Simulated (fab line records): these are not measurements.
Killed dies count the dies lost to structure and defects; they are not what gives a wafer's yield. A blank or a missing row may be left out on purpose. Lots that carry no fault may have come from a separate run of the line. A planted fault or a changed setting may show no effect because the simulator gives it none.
A lot that was struck, set against a sound lot || flow berkeley cmos170 || 43 out of 331 route steps
Sound: these wafers, L777.1, L777.3, L777.4. Wafers L791.2, L791.4, L791.6 were the ones struck. The cause is given at the end.
For every step that has rows: the tool of each side, followed by ch and its chambers, followed by its first start. Under that, the readings that differ: sound wafers || struck wafers || difference of the means || sigmas: that difference in standard deviations of wafers without a fault.
alike: words and numbers the same on both sides, and readings whose means are apart by under 2 such deviations; not compared: readings that were withheld, readings missing a value for some wafer, numbers with overlapping values and no deviation given by the record, and bounds like >300 which may hide the same value.
A row with sigmas, a row that says differs or no value, or rows on one side alone: a step with any of these is where the two part. When numbers do not overlap yet have no deviation, they are printed without sigmas and do not part them. Lack of a reading on every wafer of one side parts them only where that side has two or more wafers.

first, 3 steps without rows for these wafers: UCB170_PVT_EXPOSE_03 (exposes mask NWELL, target cd 3000 nm); UCB170_PVT_PEB_04; UCB170_PVT_DEVELOP_05 (develop time 45 s).
UCB170_PVT_OVL_MEAS_06:
  sound: overlay-02 at day 7 02:33; struck: overlay-01 at day 10 08:36
{"reading": "PVT_OVL (nm)", "sound": "-8 -3 -11", "struck": "3 7 4", "difference": "+12", "sigmas": "+2"}
next, for these wafers, 1 step has no rows: UCB170_PVT_IMPLANT_07.
UCB170_PVT_STRIP_08: strips in O2.
  sound on plasma asher-03 ch 0,1, day 7 02:44; struck on plasma asher-03 ch 0,1, day 10 08:47
  alike: drypump motor current A, oes product au, strip time to endpoint s
  not compared: rf hours counter h
UCB170_PVT_TW_MEAS_09:
  sound: film metro-01 at day 7 02:50; struck: film metro-02 at day 10 08:57
{"reading": "PVT_TW", "sound": "504 506 507", "struck": "517 514 517", "difference": "+10", "sigmas": "+2"}
then, 1 step without rows for these wafers: UCB170_GATE_WET_ETCH_00 (etches SiO2 in dHF, time 200 s).
UCB170_FIELD_THK_MEAS_91:
  sound: film metro-02 at day 7 03:38; struck: film metro-01 at day 10 09:38
  alike: FIELD_OXIDE_LEFT_2_THK
then, 1 step without rows for these wafers: UCB170_GATE_OXIDATION_01 (target thk 6.6 nm, ox time 1800 s).
UCB170_GATE_THK_MEAS_02:
  sound: film metro-02 at day 7 09:35; struck: film metro-02 at day 10 15:32
  alike: GATE_OXIDE_THK
then, 1 step without rows for these wafers: UCB170_GATE_ANNEAL_03 (time 1800 s).
UCB170_GATE_CVD_04: deposits poly-Si from SiH4, time 1440 s, target thk 214 nm.
  sound on lpcvd-02 ch 0, day 7 15:27; struck on lpcvd-01 ch 0, day 10 21:23
  alike: spike tc source C
UCB170_GATE_THK_MEAS_05:
  sound: film metro-03 at day 7 16:52; struck: film metro-02 at day 10 22:48
  alike: GATE_POLY_THK
then, 6 steps without rows for these wafers: UCB170_GATE_COAT_06; UCB170_GATE_COAT_07 (resist thk 900 nm); UCB170_GATE_SOFTBAKE_08 (time 60 s); UCB170_GATE_EXPOSE_09 (exposes mask POLY, target cd 350 nm); UCB170_GATE_PEB_10; UCB170_GATE_DEVELOP_11 (develop time 45 s).
UCB170_GATE_CD_MEAS_12 targets a cd of 350 nm.
  sound: cd sem-01 at day 7 18:19; struck: cd sem-01 at day 10 23:52
  alike: cd nm
UCB170_GATE_OVL_MEAS_13:
  sound: overlay-02 at day 7 18:26; struck: overlay-01 at day 10 23:59
  alike: GATE_OVL
UCB170_GATE_ETCH_14: etches BARC in N2/H2.
  sound on rie diel-03 ch 1,2, day 7 18:29; struck on rie diel-03 ch 0,1,3, day 11 00:01
  alike: drypump motor current A, oes product au, rf fwd power W, throttle valve pct
UCB170_GATE_ETCH_15: etches poly-Si in HBr/Cl2, stops on SiO2, time 56.3 s, target depth 278.2 nm.
  sound on rie si-02 ch 0,1,3, day 7 18:31; struck on rie si-01 ch 0,2, day 11 00:03
  alike: drypump motor current A, oes product au, rf fwd power W, throttle valve pct
  not compared: rf hours counter h
UCB170_GATE_STRIP_16: strips in O2.
  sound on plasma asher-03 ch 0,1, day 7 18:34; struck on plasma asher-01 ch 0, day 11 00:06
  alike: drypump motor current A, oes product au
  not compared: rf hours counter h
UCB170_GATE_CD_MEAS_90 targets a cd of 350 nm.
  sound: cd sem-01 at day 7 18:45; struck: cd sem-02 at day 11 00:13
  alike: cd nm
then, 7 steps without rows for these wafers: UCB170_GATE_CLEAN_17 (cleans in SPM, time 600 s); UCB170_PLDD_HMDS_00 (prime time 60 s); UCB170_PLDD_COAT_01 (resist thk 900 nm); UCB170_PLDD_SOFTBAKE_02 (time 60 s); UCB170_PLDD_EXPOSE_03 (exposes mask PSELECT, target cd 1200 nm); UCB170_PLDD_PEB_04; UCB170_PLDD_DEVELOP_05 (develop time 45 s).
UCB170_PLDD_CD_MEAS_06 targets a cd of 1200 nm.
  sound: cd sem-01 at day 7 21:41; struck: cd sem-01 at day 11 01:32
  alike: cd nm
UCB170_PLDD_OVL_MEAS_07:
  sound: overlay-01 at day 7 21:48; struck: overlay-02 at day 11 01:39
  alike: PLDD_OVL
then, 2 steps without rows for these wafers: UCB170_PLDD_IMPLANT_08; UCB170_PLDD_IMPLANT_09.
UCB170_PLDD_STRIP_10: strips in O2.
  sound on plasma asher-04 ch 0,1, day 7 22:08; struck on plasma asher-04 ch 0,1, day 11 01:59
  alike: drypump motor current A, oes product au, strip time to endpoint s
  not compared: rf hours counter h
UCB170_PLDD_TW_MEAS_11:
  sound: film metro-01 at day 7 22:14; struck: film metro-04 at day 11 02:05
  alike: PLDD_TW
then, 3 steps without rows for these wafers: UCB170_PLDD_CLEAN_12 (cleans in SPM, time 600 s); UCB170_NLDD_HMDS_00 (prime time 60 s); UCB170_NLDD_COAT_01 (resist thk 900 nm).
UCB170_M3_PROBE_99:
  only the struck wafers here have rows in the record (prober-02, day 12 15:11); the sound ones have none

== WHERE THEY PART ==
Earliest at UCB170_PVT_OVL_MEAS_06; latest, in this record, at UCB170_M3_PROBE_99.

WHY: the cause the simulator had injected
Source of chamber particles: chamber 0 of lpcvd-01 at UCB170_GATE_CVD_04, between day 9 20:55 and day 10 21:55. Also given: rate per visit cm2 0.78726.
